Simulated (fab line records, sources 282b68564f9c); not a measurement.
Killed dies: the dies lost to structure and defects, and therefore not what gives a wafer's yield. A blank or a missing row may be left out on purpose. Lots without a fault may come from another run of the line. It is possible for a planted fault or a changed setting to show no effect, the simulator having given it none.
A lot that was struck, set against a sound lot ; flow rit-cmos ; 12 steps out of a route of 202
Sound: these wafers, L306.4, L306.5, L306.6. Wafers L310.1, L310.3, L310.4 were the ones struck. The cause is named last.
Order at every step that has rows: each side's tool, ch and its chambers, its first start. Under that, the readings that differ: sound wafers ; struck wafers ; difference of the means ; sigmas: that difference in standard deviations of wafers without a fault.
alike: same words and numbers on both sides, and readings whose means sit less than 2 such deviations apart. not compared: any withheld reading, any reading some wafer has no value for, any bound like >300 that may hide the same value, and any number with overlapping values for which the record gives no deviation.
The two part at a step that has a row with sigmas, a row that says differs or no value, or rows on one side only. Numbers that don't overlap but have no deviation are shown without sigmas and don't part them. A reading that every wafer of one side lacks parts them only if that side has two wafers or more.

RIT_ACTIVE_BOW_MEAS_00:
  sound on film-metro-03, day 2 21:04; struck on film-metro-01, day 3 17:00
  alike: INCOMING_BOW
then, 1 step without rows for these wafers: RIT_ACTIVE_OXIDATION_01 (target thk 46.8 nm, ox time 3360 s).
RIT_ACTIVE_THK_MEAS_02:
  sound on film-metro-02, day 3 02:58; struck on film-metro-03, day 3 20:02
  alike: ACTIVE_OXIDE_THK
then, 1 step without rows for these wafers: RIT_ACTIVE_CVD_03 (deposits Si3N4 from SiH2Cl2/NH3, target thk 150 nm, time 1500 s).
RIT_ACTIVE_THK_MEAS_04:
  sound on film-metro-03, day 3 05:08; struck on film-metro-01, day 3 21:30
  alike: ACTIVE_NITRIDE_THK
then, 5 steps without rows for these wafers: RIT_ACTIVE_HMDS_05 (prime time 60 s); RIT_ACTIVE_COAT_06 (resist thk 1000 nm); RIT_ACTIVE_SOFTBAKE_07 (time 60 s); RIT_ACTIVE_EXPOSE_08 (exposes mask M1, target cd 1400 nm); RIT_ACTIVE_PEB_09.
RIT_ACTIVE_DEVELOP_10: develop time 50 s.
  sound on litho-track-04 ch 0, day 3 06:00; struck on litho-track-04, day 3 22:00
  no value came back on the struck wafers for chill-plate-temp-C (C), develop-time-s (s); on the sound wafers chill-plate-temp-C (C) reads 23.16 23.24 23.15
RIT_ACTIVE_CD_MEAS_11 targets a cd of 1400 nm.
  sound on cd-sem-01, day 3 06:23; struck on cd-sem-02, day 3 22:32
reading;sound;struck;difference;sigmas
cd-nm (nm);1403.6 1401.6 1402.4;- - -;no value on the struck wafers;

## WHERE THEY PART
At RIT_ACTIVE_DEVELOP_10 first; at RIT_ACTIVE_CD_MEAS_11 last (within this record only).

WHY: the cause the simulator had injected
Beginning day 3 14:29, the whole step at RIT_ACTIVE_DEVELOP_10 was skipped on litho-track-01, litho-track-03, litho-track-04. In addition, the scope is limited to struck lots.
